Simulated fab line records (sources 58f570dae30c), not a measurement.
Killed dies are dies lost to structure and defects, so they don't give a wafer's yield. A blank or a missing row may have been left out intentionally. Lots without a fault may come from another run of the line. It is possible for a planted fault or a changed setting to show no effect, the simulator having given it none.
fab line records -- flow berkeley_cmos170
record: lots: 5, wafers: 23
route steps=331 shown START@3 ZERO@13 PWELL@39 ACTIVE@62 PFIELD@87 FIELD@89 SCREENOX@101 PLDD@149 NLDD@167 PSD@183
start_h: hours from the record's first day to the start of the lot's first wafer shown -- wait_h: hours elapsed since this lot's preceding step -- " repeats the value in the row above -- L1.1+2: several wafers, shown together as one row -- - value missing, or start not given -- * or withheld: withheld -- < > ~ a bound
route shown NAME@n: names a module that has steps shown in the file, with the first one's number in the route -- usual: mean/standard deviation of fault-free wafers -- same: alike in all rows -- chamber/n: place in a boat -- sites: the reading at each site -- _std_site: how widely they spread, as a standard deviation -- _edge_site: inner sites' mean taken away from outer sites' mean -- radius_mm: for every site, how far away it sits from the centre of the wafer -- mask NAME#n: copy n -- behind: the tool/chamber that last shaped the wafer -- hold: what put the lot on hold/how long, in hours/how the hold closed -- device: which transistor (n, p or np) failed to switch -- end of line: tests run on the same wafers once the route is complete -- a step given without rows: its recipe and nothing more -- killed: dies lost to structure and defects at the first sort, not the wafer's yield -- map: a wafer's dies, x killed, . not, _ none there
set.NAME: the setting that was run; set.NAME@STEP: the one run at that earlier step -- model.NAME: the simulator's own value behind a step, which no gauge read
lots with deliberately changed settings; one table per step, one row per wafer
== steps ==
step: UCB170_START_OXIDATION_02
recipe: temp_c: 950, ambient: O2, target_thk_a: 200, ox_time_s: 1800
lot.wafer,tool,chamber,start_h,wait_h,set.ox_time_s,model.SiO2_of_START_OXIDATION_02.thk_nm
L076.1,furnace-04,0,22.44,2.3,1800,20.24
L076.4,furnace-04,0,22.44,2.3,1800,19.96
L076.6,furnace-04,0,22.44,2.3,1800,20.15
L079.1,-,-,-,11.5,1800,20.67
L079.2,-,-,-,11.5,1800,20.69
L079.3,-,-,-,11.5,1800,20.38
L079.4,-,-,-,11.5,1800,20.96
L079.5,-,-,-,11.5,1800,20.58
L081.1,-,-,-,1.5,1675,19.42
L081.2,-,-,-,1.5,1675,19.06
L081.3,-,-,-,1.5,1675,19.48
L081.5,-,-,-,1.5,1675,19.28
L081.6,-,-,-,1.5,1675,19.44
L082.2,-,-,-,15.4,1981,21.22
L082.3+5,-,-,-,15.4,1981,21.46
L082.4,-,-,-,15.4,1981,21.16
L082.6,-,-,-,15.4,1981,21.34
L084.1,-,-,-,5.4,1609,18.8
L084.2+6,-,-,-,5.4,1609,18.57
L084.4,-,-,-,5.4,1609,18.68
L084.5,-,-,-,5.4,1609,18.63
step: UCB170_START_THK_MEAS_03
recipe: reads: SiO2_of_START_OXIDATION_02
usual: START_OXIDE_THK: 20.19/0.26
lot.wafer,tool,chamber,start_h,wait_h,set.ox_time_s@START_OXIDATION_02,START_OXIDE_THK[nm]
L076.1,film_metro-02,-,23.94,0.0,1800,20.30
L076.4,film_metro-02,-,23.94,0.0,1800,19.90
L076.6,film_metro-02,-,23.94,0.0,1800,20.14
L079.1,film_metro-01,-,-,-,1800,20.70
L079.2,film_metro-01,-,-,-,1800,20.73
L079.3,film_metro-01,-,-,-,1800,20.37
L079.4,film_metro-01,-,-,-,1800,20.99
L079.5,film_metro-01,-,-,-,1800,20.57
L081.1,film_metro-02,-,-,-,1675,19.43
L081.2,film_metro-02,-,-,-,1675,19.04
L081.3,film_metro-02,-,-,-,1675,19.45
L081.5,film_metro-02,-,-,-,1675,19.26
L081.6,film_metro-02,-,-,-,1675,19.45
L082.2,film_metro-04,-,-,-,1981,21.20
L082.3,film_metro-04,-,-,-,1981,21.46
L082.4,film_metro-04,-,-,-,1981,21.12
L082.5,film_metro-04,-,-,-,1981,21.45
L082.6,film_metro-04,-,-,-,1981,21.39
L084.1,film_metro-04,-,-,-,1609,18.79
L084.2,film_metro-04,-,-,-,1609,18.59
L084.4,film_metro-04,-,-,-,1609,18.68
L084.5,film_metro-04,-,-,-,1609,18.61
L084.6,film_metro-04,-,-,-,1609,18.55
step: UCB170_ZERO_STRIP_07
recipe: chemistry: O2, power_w: 400, pressure_mtorr: 3500, platen_temp_c: withheld, o2_flow_sccm: 400, overash_fraction: 0.5
usual: strip_time_to_endpoint_s: 21.45/0.081
lot.wafer,tool,chamber,start_h,wait_h,set.o2_flow_sccm,strip_time_to_endpoint_s
L076.1,plasma_asher-03,1,31.48,0.0,400,21.44
L076.4,plasma_asher-03,0,31.48,0.0,400,21.50
L076.6,plasma_asher-03,0,31.48,0.0,400,21.37
L079.1,plasma_asher-04,1,66.55,0.0,400,21.52
L079.2,plasma_asher-04,0,66.55,0.0,345.5,21.95
L079.3,plasma_asher-04,1,66.55,0.0,345.5,21.94
L079.4,plasma_asher-04,0,66.55,0.0,400,21.42
L079.5,plasma_asher-04,1,66.55,0.0,400,21.50
L081.1,plasma_asher-03,0,66.90,0.0,344.9,21.88
L081.2,plasma_asher-03,1,66.90,0.0,344.9,21.94
L081.3,plasma_asher-03,1,66.90,0.0,400,21.37
L081.5,plasma_asher-03,0,66.90,0.0,400,21.38
L081.6,plasma_asher-03,1,66.90,0.0,400,21.37
L082.2,plasma_asher-02,0,72.91,0.0,400,21.47
L082.3,plasma_asher-02,0,72.91,0.0,400,21.50
L082.4,plasma_asher-02,1,72.91,0.0,400,21.52
L082.5,plasma_asher-02,1,72.91,0.0,400,21.39
L082.6,plasma_asher-02,0,72.91,0.0,400,21.53
L084.1,plasma_asher-03,0,73.32,0.0,400,21.45
L084.2,plasma_asher-03,1,73.32,0.0,400,21.45
L084.4,plasma_asher-03,0,73.32,0.0,400,21.40
L084.5,plasma_asher-03,1,73.32,0.0,400,21.46
L084.6,plasma_asher-03,0,73.32,0.0,400,21.45
step: UCB170_PWELL_CVD_05
recipe: material: Si3N4, target_thk_nm: 220, temp_c: 800, precursor: SiH2Cl2/NH3, time_s: 3300, pressure_mtorr: 200, sih2cl2_flow_sccm: 25, nh3_flow_sccm: 75
lot.wafer,tool,chamber,start_h,wait_h,set.time_s,model.Si3N4_of_PWELL_CVD_05.thk_nm
L076.1,lpcvd-02,1,81.17,0.0,3300,218.9
L076.4,lpcvd-02,1,81.17,0.0,3300,221.4
L076.6,lpcvd-02,1,81.17,0.0,3300,217.7
L079.1,-,-,-,0.0,2938,196
L079.2,-,-,-,0.0,2938,196.5
L079.3,-,-,-,0.0,2938,197
L079.4,-,-,-,0.0,2938,197.2
L079.5,-,-,-,0.0,2938,196.7
L081.1,-,-,-,0.0,3300,216.6
L081.2,-,-,-,0.0,3300,217.4
L081.3,-,-,-,0.0,3300,219.4
L081.5,-,-,-,0.0,3300,215.5
L081.6,-,-,-,0.0,3300,216.8
L082.2,-,-,-,0.0,3614,242.2
L082.3,-,-,-,0.0,3614,241.6
L082.4,-,-,-,0.0,3614,242.8
L082.5,-,-,-,0.0,3614,242.9
L082.6,-,-,-,0.0,3614,241.7
L084.1,-,-,-,0.0,3785,251.5
L084.2,-,-,-,0.0,3785,250.8
L084.4,-,-,-,0.0,3785,250
L084.5,-,-,-,0.0,3785,250.7
L084.6,-,-,-,0.0,3785,250.2
step: UCB170_PWELL_THK_MEAS_06
recipe: reads: Si3N4_of_PWELL_CVD_05
usual: PWELL_NITRIDE_THK: 218.5/1.9
lot.wafer,tool,chamber,start_h,wait_h,set.time_s@PWELL_CVD_05,PWELL_NITRIDE_THK[nm]
L076.1,film_metro-04,-,83.08,0.0,3300,218.8
L076.4,film_metro-04,-,83.08,0.0,3300,221.4
L076.6,film_metro-04,-,83.08,0.0,3300,217.9
L079.1,film_metro-03,-,-,-,2938,196.0
L079.2,film_metro-03,-,-,-,2938,196.5
L079.3,film_metro-03,-,-,-,2938,197.2
L079.4,film_metro-03,-,-,-,2938,197.3
L079.5,film_metro-03,-,-,-,2938,196.7
L081.1,film_metro-04,-,-,-,3300,216.7
L081.2,film_metro-04,-,-,-,3300,217.5
L081.3,film_metro-04,-,-,-,3300,219.3
L081.5,film_metro-04,-,-,-,3300,215.5
L081.6,film_metro-04,-,-,-,3300,216.8
L082.2,film_metro-02,-,-,-,3614,242.3
L082.3,film_metro-02,-,-,-,3614,241.8
L082.4,film_metro-02,-,-,-,3614,242.9
L082.5,film_metro-02,-,-,-,3614,243.0
L082.6,film_metro-02,-,-,-,3614,241.7
L084.1,film_metro-02,-,-,-,3785,251.6
L084.2,film_metro-02,-,-,-,3785,250.7
L084.4,film_metro-02,-,-,-,3785,250.2
L084.5,film_metro-02,-,-,-,3785,250.6
L084.6,film_metro-02,-,-,-,3785,250.1
step: UCB170_ACTIVE_OXIDATION_02
recipe: temp_c: 1000, ambient: O2, target_thk_a: 264, ox_time_s: 1260
lot.wafer,tool,chamber,start_h,wait_h,set.ox_time_s,model.SiO2_of_ACTIVE_OXIDATION_02.thk_nm
L076.1,furnace-04,0,112.68,5.6,1260,27.34
L076.4,furnace-04,0,112.68,5.6,1260,27.15
L076.6,furnace-04,0,112.68,5.6,1260,27.08
L079.1,-,-,-,2.9,1209,25.96
L079.2,-,-,-,2.9,1209,25.93
L079.3,-,-,-,2.9,1209,26.27
L079.4,-,-,-,2.9,1209,26.06
L079.5,-,-,-,2.9,1209,26.01
L081.1+2,-,-,-,3.1,1185,25.16
L081.3,-,-,-,3.1,1185,25.46
L081.5,-,-,-,3.1,1185,25.38
L081.6,-,-,-,3.1,1185,25.56
L082.2,-,-,-,3.1,1410,28.35
L082.3,-,-,-,3.1,1410,28.08
L082.4+6,-,-,-,3.1,1410,28.09
L082.5,-,-,-,3.1,1410,27.96
L084.1,-,-,-,2.9,1260,26.43
L084.2,-,-,-,2.9,1260,26.29
L084.4,-,-,-,2.9,1260,26.44
L084.5,-,-,-,2.9,1260,26.14
L084.6,-,-,-,2.9,1260,26.28
step: UCB170_ACTIVE_COAT_08
recipe: resist: KrF, spin_rpm: 1500, resist_thk_nm: 900
lot.wafer,tool,chamber,start_h,wait_h,set.spin_rpm,model.KrF_of_ACTIVE_COAT_08.thk_nm
L076.1,litho_track-02,0,121.24,0.1,1500,899.8
L076.4,litho_track-02,0,121.24,0.1,1500,899.1
L076.6,litho_track-02,0,121.24,0.1,1500,899.9
L081.1,litho_track-04,0,152.08,0.1,1582,876.1
L081.2,litho_track-04,0,152.08,0.1,1582,877
L081.3,litho_track-04,0,152.08,0.1,1582,880.4
L081.5,litho_track-04,0,152.08,0.1,1500,899.8
L081.6,litho_track-04,0,152.08,0.1,1500,898.8
L079.1,litho_track-03,0,152.30,0.1,1500,901.6
L079.2,litho_track-03,0,152.30,0.1,1465,914.8
L079.3,litho_track-03,0,152.30,0.1,1465,913.1
L079.4,litho_track-03,0,152.30,0.1,1500,904.7
L079.5,litho_track-03,0,152.30,0.1,1465,914
L082.2,litho_track-02,0,152.39,0.1,1500,897.4
L082.3,litho_track-02,0,152.39,0.1,1500,897.9
L082.4,litho_track-02,0,152.39,0.1,1500,896.6
L082.5,litho_track-02,0,152.39,0.1,1500,895.9
L082.6,litho_track-02,0,152.39,0.1,1500,894.3
L084.1,litho_track-02,0,152.82,0.1,1562,883.5
L084.2,litho_track-02,0,152.82,0.1,1500,900.8
L084.4,litho_track-02,0,152.82,0.1,1500,901.1
L084.5,litho_track-02,0,152.82,0.1,1562,880.6
L084.6,litho_track-02,0,152.82,0.1,1562,882.9
step: UCB170_ACTIVE_ETCH_15
recipe: chemistry: CH3F/Ar/O2, target: Si3N4, stop_on: SiO2, CH3F_flow_sccm: 20, Ar_flow_sccm: 50, O2_flow_sccm: 7, pressure_mtorr: 50, rf_w: 450, target_depth_a: 2420, over_etch_frac: 0.1, time_s: 151
lot.wafer,tool,chamber,start_h,wait_h,set.rf_w,set.spin_rpm@ACTIVE_COAT_08,model.KrF_of_ACTIVE_COAT_08.thk_nm,model.SiO2_of_ACTIVE_OXIDATION_02.thk_nm
L076.1,rie_diel-01,1,122.22,0.0,450,1500,724,23.27
L076.4,rie_diel-01,0,122.22,0.0,450,1500,723.9,23.49
L076.6,rie_diel-01,3,122.22,0.0,450,1500,729.2,23.44
L081.1,rie_diel-02,0,153.71,0.0,406.9,1582,707.3,21.65
L081.2,rie_diel-02,3,153.71,0.0,450,1582,699.3,21.36
L081.3,rie_diel-02,1,153.71,0.0,450,1582,702,20.97
L081.5,rie_diel-02,2,153.71,0.0,406.9,1500,737.1,22
L081.6,rie_diel-02,3,153.71,0.0,406.9,1500,726.7,21.97
L079.1,rie_diel-01,3,153.76,0.0,450,1500,726.5,22.21
L079.2,rie_diel-01,0,153.76,0.0,450,1465,737.8,22.23
L079.3,rie_diel-01,1,153.76,0.0,450,1465,735.4,22.2
L079.4,rie_diel-01,2,153.76,0.0,450,1500,727.2,22.35
L079.5,rie_diel-01,2,153.76,0.0,450,1465,737.4,22.32
L082.2,rie_diel-04,2,153.83,0.0,431.3,1500,720.2,24.64
L082.3,rie_diel-04,0,153.83,0.0,431.3,1500,733.9,24.67
L082.4,rie_diel-04,3,153.83,0.0,450,1500,717.1,24.2
L082.5,rie_diel-04,2,153.83,0.0,450,1500,717.1,24.03
L082.6,rie_diel-04,3,153.83,0.0,431.3,1500,720.6,24.47
L084.1,rie_diel-01,1,154.43,0.0,450,1562,705.2,22.36
L084.2,rie_diel-01,0,154.43,0.0,467,1500,721.2,22.18
L084.4,rie_diel-01,2,154.43,0.0,450,1500,725.5,22.77
L084.5,rie_diel-01,0,154.43,0.0,467,1562,701.2,22.03
L084.6,rie_diel-01,3,154.43,0.0,450,1562,708.8,22.55
step: UCB170_ACTIVE_STRIP_16
recipe: chemistry: O2, power_w: 400, pressure_mtorr: 3500, platen_temp_c: withheld, o2_flow_sccm: 400, overash_fraction: 0.5
usual: strip_time_to_endpoint_s: 18.09/0.11
lot.wafer,tool,chamber,start_h,wait_h,set.spin_rpm@ACTIVE_COAT_08,strip_time_to_endpoint_s
L076.1,plasma_asher-01,0,122.32,0.1,1500,18.06
L076.4,plasma_asher-01,0,122.32,0.1,1500,18.05
L076.6,plasma_asher-01,0,122.32,0.1,1500,18.20
L081.1,plasma_asher-01,1,153.81,0.1,1582,17.66
L081.2,plasma_asher-01,0,153.81,0.1,1582,17.48
L081.3,plasma_asher-01,1,153.81,0.1,1582,17.55
L081.5,plasma_asher-01,0,153.81,0.1,1500,18.40
L081.6,plasma_asher-01,1,153.81,0.1,1500,18.14
L079.1,plasma_asher-02,0,153.86,0.1,1500,18.13
L079.2,plasma_asher-02,1,153.86,0.1,1465,18.41
L079.3,plasma_asher-02,1,153.86,0.1,1465,18.35
L079.4,plasma_asher-02,0,153.86,0.1,1500,18.15
L079.5,plasma_asher-02,1,153.86,0.1,1465,18.40
L082.2,plasma_asher-04,0,153.93,0.1,1500,17.98
L082.3,plasma_asher-04,1,153.93,0.1,1500,18.32
L082.4,plasma_asher-04,0,153.93,0.1,1500,17.90
L082.5,plasma_asher-04,0,153.93,0.1,1500,17.90
L082.6,plasma_asher-04,1,153.93,0.1,1500,18.00
L084.1,plasma_asher-04,1,154.53,0.1,1562,17.62
L084.2,plasma_asher-04,0,154.53,0.1,1500,18.00
L084.4,plasma_asher-04,1,154.53,0.1,1500,18.08
L084.5,plasma_asher-04,0,154.53,0.1,1562,17.54
L084.6,plasma_asher-04,1,154.53,0.1,1562,17.70
step: UCB170_ACTIVE_CLEAN_17
recipe: chemistry: SPM, temp_c: 120, time_s: 600
step: UCB170_PFIELD_STRIP_08
recipe: chemistry: O2, power_w: 400, pressure_mtorr: 3500, platen_temp_c: withheld, o2_flow_sccm: 400, overash_fraction: 0.5
step: UCB170_FIELD_CLEAN_00
recipe: chemistry: dHF, dilution: 25:1, time_s: 7.5
lot.wafer,tool,chamber,start_h,wait_h,set.rf_w@ACTIVE_ETCH_15,model.SiO2_of_ACTIVE_OXIDATION_02.thk_nm
L076.1,wet_bench-03,3,123.90,0.1,450,21.8
L076.4,wet_bench-03,3,123.90,0.1,450,22.02
L076.6,wet_bench-03,3,123.90,0.1,450,21.97
L081.1,wet_bench-02,3,158.85,0.1,406.9,20.2
L081.2,wet_bench-02,3,158.85,0.1,450,19.91
L081.3,wet_bench-02,3,158.85,0.1,450,19.52
L081.5,wet_bench-02,3,158.85,0.1,406.9,20.56
L081.6,wet_bench-02,3,158.85,0.1,406.9,20.52
L082.2,wet_bench-02,1,159.13,0.0,431.3,23.18
L082.3,wet_bench-02,1,159.13,0.0,431.3,23.21
L082.4,wet_bench-02,1,159.13,0.0,450,22.74
L082.5,wet_bench-02,1,159.13,0.0,450,22.56
L082.6,wet_bench-02,1,159.13,0.0,431.3,23.01
L079.1,wet_bench-01,0,159.78,0.1,450,20.77
L079.2,wet_bench-01,0,159.78,0.1,450,20.8
L079.3,wet_bench-01,0,159.78,0.1,450,20.76
L079.4,wet_bench-01,0,159.78,0.1,450,20.92
L079.5,wet_bench-01,0,159.78,0.1,450,20.88
L084.1,wet_bench-01,3,160.15,0.1,450,20.91
L084.2,wet_bench-01,3,160.15,0.1,467,20.72
L084.4,wet_bench-01,3,160.15,0.1,450,21.32
L084.5,wet_bench-01,3,160.15,0.1,467,20.58
L084.6,wet_bench-01,3,160.15,0.1,450,21.1
step: UCB170_SCREENOX_OXIDATION_01
recipe: temp_c: 900, ambient: O2, target_thk_a: 144, ox_time_s: 2400
lot.wafer,tool,chamber,start_h,wait_h,set.ox_time_s,model.SiO2_of_SCREENOX_OXIDATION_01.thk_nm
L076.1,furnace-04,0,158.20,6.8,2400,14.78
L076.4,furnace-04,0,158.20,6.8,2400,15.01
L076.6,furnace-04,0,158.20,6.8,2400,14.5
L079.1,-,-,-,6.4,2528,14.9
L079.2,-,-,-,6.4,2528,14.82
L079.3,-,-,-,6.4,2528,14.77
L079.4,-,-,-,6.4,2528,14.59
L079.5,-,-,-,6.4,2528,15
L081.1,-,-,-,6.3,2400,14.88
L081.2,-,-,-,6.3,2400,14.8
L081.3,-,-,-,6.3,2400,14.69
L081.5,-,-,-,6.3,2400,14.84
L081.6,-,-,-,6.3,2400,14.87
L082.2,-,-,-,6.3,2536,15.15
L082.3,-,-,-,6.3,2536,15.04
L082.4,-,-,-,6.3,2536,15.21
L082.5,-,-,-,6.3,2536,15.39
L082.6,-,-,-,6.3,2536,15.17
L084.1+5,-,-,-,6.3,2208,14.05
L084.2,-,-,-,6.3,2208,13.97
L084.4,-,-,-,6.3,2208,14.09
L084.6,-,-,-,6.3,2208,14.25
step: UCB170_PLDD_PEB_04
recipe: peb_temp_c: 130, peb_time_s: withheld, resist: KrF
lot.wafer,tool,chamber,start_h,wait_h,set.peb_temp_c
L076.1+4+6,litho_track-04,0,192.03,0.2,130
L079.1+2+3+4+5,litho_track-04,0,227.05,0.4,130
L081.1+2+6,litho_track-01,0,227.62,0.6,130
L081.3+5,litho_track-01,0,227.62,0.6,126.4
L084.1+6,litho_track-02,0,227.89,0.6,127.4
L084.2+4+5,litho_track-02,0,227.89,0.6,130
L082.2+4+6,litho_track-04,0,228.35,0.3,128.5
L082.3+5,litho_track-04,0,228.35,0.3,130
step: UCB170_PLDD_DEVELOP_05
recipe: developer: TMAH, develop_time_s: 45, resist: KrF, dev_temp_c: 21
step: UCB170_PLDD_CD_MEAS_06
recipe: target_cd_nm: 1200
usual: cd_nm: 1200.1/1.6
lot.wafer,tool,chamber,start_h,wait_h,set.peb_temp_c@PLDD_PEB_04,cd_nm
L076.1,cd_sem-01,-,192.31,-,130,1199.9
L076.4,cd_sem-01,-,192.31,-,130,1200.4
L076.6,cd_sem-01,-,192.31,-,130,1199.6
L079.1,cd_sem-01,-,227.32,-,130,1201.1
L079.2,cd_sem-01,-,227.32,-,130,1200.3
L079.3,cd_sem-01,-,227.32,-,130,1200.1
L079.4,cd_sem-01,-,227.32,-,130,1199.4
L079.5,cd_sem-01,-,227.32,-,130,1198.6
L081.1,cd_sem-02,-,227.89,-,130,1200.8
L081.2,cd_sem-02,-,227.89,-,130,1200.4
L081.3,cd_sem-02,-,227.89,-,126.4,1172.7
L081.5,cd_sem-02,-,227.89,-,126.4,1171.7
L081.6,cd_sem-02,-,227.89,-,130,1199.5
L084.1,cd_sem-02,-,228.17,-,127.4,1178.1
L084.2,cd_sem-02,-,228.17,-,130,1198.2
L084.4,cd_sem-02,-,228.17,-,130,1199.1
L084.5,cd_sem-02,-,228.17,-,130,1200.5
L084.6,cd_sem-02,-,228.17,-,127.4,1179.8
L082.2,cd_sem-01,-,228.62,-,128.5,1188.9
L082.3,cd_sem-01,-,228.62,-,130,1199.8
L082.4,cd_sem-01,-,228.62,-,128.5,1186.2
L082.5,cd_sem-01,-,228.62,-,130,1198.8
L082.6,cd_sem-01,-,228.62,-,128.5,1188.6
step: UCB170_NLDD_IMPLANT_09
recipe: species: As, dose_cm2: 5e+13, energy_kev: 30, tilt_deg: 7, rotation_deg: 180
lot.wafer,tool,chamber,start_h,wait_h,set.dose_cm2
L076.1+4+6,implanter-01,0,194.29,0.1,5e+13
L079.1+2+3+4+5,implanter-01,0,229.67,0.1,5e+13
L081.1+3+6,implanter-02,0,230.39,0.1,4.635e+13
L081.2+5,implanter-02,0,230.39,0.1,5e+13
L084.1+2+4,implanter-04,0,230.95,0.1,4.904e+13
L084.5+6,implanter-04,0,230.95,0.1,5e+13
L082.2+3,implanter-04,0,231.43,0.1,5e+13
L082.4+5+6,implanter-04,0,231.43,0.1,4.894e+13
step: UCB170_PSD_IMPLANT_08
recipe: species: B, dose_cm2: 3e+15, energy_kev: 20, tilt_deg: 7
lot.wafer,tool,chamber,start_h,wait_h,set.dose_cm2
L076.1+4+6,implanter-03,0,206.85,0.0,3e+15
L079.1+3,implanter-01,0,240.68,0.0,3.117e+15
L079.2+4+5,implanter-01,0,240.68,0.0,3e+15
L081.1+3,implanter-03,0,240.68,0.0,2.825e+15
L081.2+5+6,implanter-03,0,240.68,0.0,3e+15
L084.1+2+5,implanter-03,0,240.96,0.0,3.132e+15
L084.4+6,implanter-03,0,240.96,0.0,3e+15
L082.2+4,implanter-03,0,242.07,0.0,3.163e+15
L082.3+5+6,implanter-03,0,242.07,0.0,3e+15
step: UCB170_PSD_STRIP_09
recipe: chemistry: O2, power_w: 400, pressure_mtorr: 3500, platen_temp_c: withheld, o2_flow_sccm: 400, overash_fraction: 0.5
usual: strip_time_to_endpoint_s: 29.37/0.078
lot.wafer,tool,chamber,start_h,wait_h,set.pressure_mtorr,set.dose_cm2@PSD_IMPLANT_08,strip_time_to_endpoint_s
L076.1,plasma_asher-01,1,207.00,0.1,3500,3e+15,29.33
L076.4,plasma_asher-01,1,207.00,0.1,3500,3e+15,29.30
L076.6,plasma_asher-01,0,207.00,0.1,3500,3e+15,29.24
L079.1,plasma_asher-02,0,240.83,0.1,3310,3.117e+15,29.82
L079.2,plasma_asher-02,1,240.83,0.1,3310,3e+15,29.36
L079.3,plasma_asher-02,1,240.83,0.1,3310,3.117e+15,29.84
L079.4,plasma_asher-02,0,240.83,0.1,3310,3e+15,29.44
L079.5,plasma_asher-02,1,240.83,0.1,3310,3e+15,29.50
L081.1,plasma_asher-01,0,240.83,0.1,3500,2.825e+15,28.58
L081.2,plasma_asher-01,1,240.83,0.1,3500,3e+15,29.21
L081.3,plasma_asher-01,0,240.83,0.1,3500,2.825e+15,28.65
L081.5,plasma_asher-01,1,240.83,0.1,3500,3e+15,29.32
L081.6,plasma_asher-01,0,240.83,0.1,3500,3e+15,29.20
L084.1,plasma_asher-03,1,241.11,0.1,3324,3.132e+15,29.90
L084.2,plasma_asher-03,0,241.11,0.1,3324,3.132e+15,30.00
L084.4,plasma_asher-03,1,241.11,0.1,3324,3e+15,29.49
L084.5,plasma_asher-03,1,241.11,0.1,3324,3.132e+15,30.00
L084.6,plasma_asher-03,0,241.11,0.1,3324,3e+15,29.48
L082.2,plasma_asher-02,0,242.20,0.1,3130,3.163e+15,30.07
L082.3,plasma_asher-02,1,242.20,0.1,3130,3e+15,29.47
L082.4,plasma_asher-02,0,242.20,0.1,3130,3.163e+15,30.01
L082.5,plasma_asher-02,0,242.20,0.1,3130,3e+15,29.44
L082.6,plasma_asher-02,1,242.20,0.1,3130,3e+15,29.46
== key ==
split: step: UCB170_START_OXIDATION_02, setting: ox_time_s, stated: 1800, by: lot
response: step: UCB170_START_OXIDATION_02, reading: model.SiO2_of_START_OXIDATION_02.thk_nm, change: +0.13, per: 1%, r: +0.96
response: step: UCB170_START_THK_MEAS_03, reading: START_OXIDE_THK, change: +0.13, per: 1%, r: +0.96
split: step: UCB170_ZERO_STRIP_07, setting: o2_flow_sccm, stated: 400, by: wafer
response: step: UCB170_ZERO_STRIP_07, reading: strip_time_to_endpoint_s, change: *, per: 1%, r: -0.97
split: step: UCB170_PWELL_CVD_05, setting: time_s, stated: 3300, by: lot
response: step: UCB170_PWELL_CVD_05, reading: model.Si3N4_of_PWELL_CVD_05.thk_nm, change: +2.17, per: 1%, r: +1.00
response: step: UCB170_PWELL_THK_MEAS_06, reading: PWELL_NITRIDE_THK, change: +2.17, per: 1%, r: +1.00
split: step: UCB170_ACTIVE_OXIDATION_02, setting: ox_time_s, stated: 1260, by: lot
response: step: UCB170_ACTIVE_OXIDATION_02, reading: model.SiO2_of_ACTIVE_OXIDATION_02.thk_nm, change: +0.144, per: 1%, r: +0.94
split: step: UCB170_ACTIVE_COAT_08, setting: spin_rpm, stated: 1500, by: wafer
response: step: UCB170_ACTIVE_COAT_08, reading: model.KrF_of_ACTIVE_COAT_08.thk_nm, change: -4.19, per: 1%, r: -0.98
response: step: UCB170_ACTIVE_ETCH_15, reading: model.KrF_of_ACTIVE_COAT_08.thk_nm, change: -4.91, per: 1%, r: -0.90
response: step: UCB170_ACTIVE_STRIP_16, reading: strip_time_to_endpoint_s, change: *, per: 1%, r: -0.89
split: step: UCB170_ACTIVE_ETCH_15, setting: rf_w, stated: 450, by: wafer
response: step: UCB170_ACTIVE_ETCH_15, reading: model.SiO2_of_ACTIVE_OXIDATION_02.thk_nm, change: -0.0851, per: 1%, r: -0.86
response: step: UCB170_FIELD_CLEAN_00, reading: model.SiO2_of_ACTIVE_OXIDATION_02.thk_nm, change: -0.0858, per: 1%, r: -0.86
split: step: UCB170_SCREENOX_OXIDATION_01, setting: ox_time_s, stated: 2400, by: lot
response: step: UCB170_SCREENOX_OXIDATION_01, reading: model.SiO2_of_SCREENOX_OXIDATION_01.thk_nm, change: +0.0675, per: 1%, r: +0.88
split: step: UCB170_PLDD_PEB_04, setting: peb_temp_c, stated: 130, by: wafer
response: step: UCB170_PLDD_CD_MEAS_06, reading: cd_nm, change: +10.1, per: 1%, r: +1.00
split: step: UCB170_NLDD_IMPLANT_09, setting: dose_cm2, stated: 5e+13, by: wafer
response none in this file
split: step: UCB170_PSD_IMPLANT_08, setting: dose_cm2, stated: 3e+15, by: wafer
response: step: UCB170_PSD_STRIP_09, reading: strip_time_to_endpoint_s, change: *, per: 1%, r: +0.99
split: step: UCB170_PSD_STRIP_09, setting: pressure_mtorr, stated: 3500, by: lot
response none clear
